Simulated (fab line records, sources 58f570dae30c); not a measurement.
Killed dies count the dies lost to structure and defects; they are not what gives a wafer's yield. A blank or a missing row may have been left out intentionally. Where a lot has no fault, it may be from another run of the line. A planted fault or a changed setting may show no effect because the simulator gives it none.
Chamber matching :: flow berkeleyCmos170 :: 4 sister chambers for UCB170_GATE_ETCH_15 on rieSi-02
The step etches poly-Si in HBr/Cl2, stops on SiO2, time 56.3 s, target depth 278.2 nm. 4 wafers are shown with their chamber, then 7 later ones without.

## WAFERS PAIRED WITH THEIR CHAMBERS
wafer: L881.5
chamber: 2
throttleValvePct (%): 26.32

wafer: L878.6
chamber: 3
throttleValvePct (%): 26.29

wafer: L890.4
chamber: 0
throttleValvePct (%): 26.65

wafer: L890.5
chamber: 1
throttleValvePct (%): 26.26

## WAFERS MISSING THEIR CHAMBER
wafer: L890.6
throttleValvePct (%): 26.31

wafer: L894.3
throttleValvePct (%): 26.27

wafer: L894.4
throttleValvePct (%): 26.30

wafer: L894.5
throttleValvePct (%): 26.64

wafer: L893.4
throttleValvePct (%): 26.64

wafer: L893.5
throttleValvePct (%): 26.30

wafer: L893.6
throttleValvePct (%): 26.31

## THE CHAMBER EACH PASSED THROUGH
wafer: L890.6
from the rows above: can't be placed: 2 or 3
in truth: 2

wafer: L894.3
from the rows above: can't be placed: 1 or 3
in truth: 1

wafer: L894.4
from the rows above: can't be placed: 3 or 2
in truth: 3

wafer: L894.5
from the rows above: 0
in truth: 0

wafer: L893.4
from the rows above: 0
in truth: 0

wafer: L893.5
from the rows above: can't be placed: 3 or 2
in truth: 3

wafer: L893.6
from the rows above: can't be placed: 2 or 3
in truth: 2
2 of 7 placed correctly. From these rows, 5 cannot be placed; in 5 the true chamber is one of the candidates. Placed wrongly: 0.
How it was worked out, from the rows above alone: a wafer's distance from a chamber is the root of the sum, over the readings, of the square of ((its reading less the chamber's mean) divided by the reading's scatter). The wafer belongs to the nearest chamber; if the next one is less than 2 further off, it can't be placed. For every chamber, the mean is computed from those of its wafers that are shown. The scatter: with one shown wafer a chamber, the root of the mean of the squares of how far each hidden wafer lies from its nearest shown one.
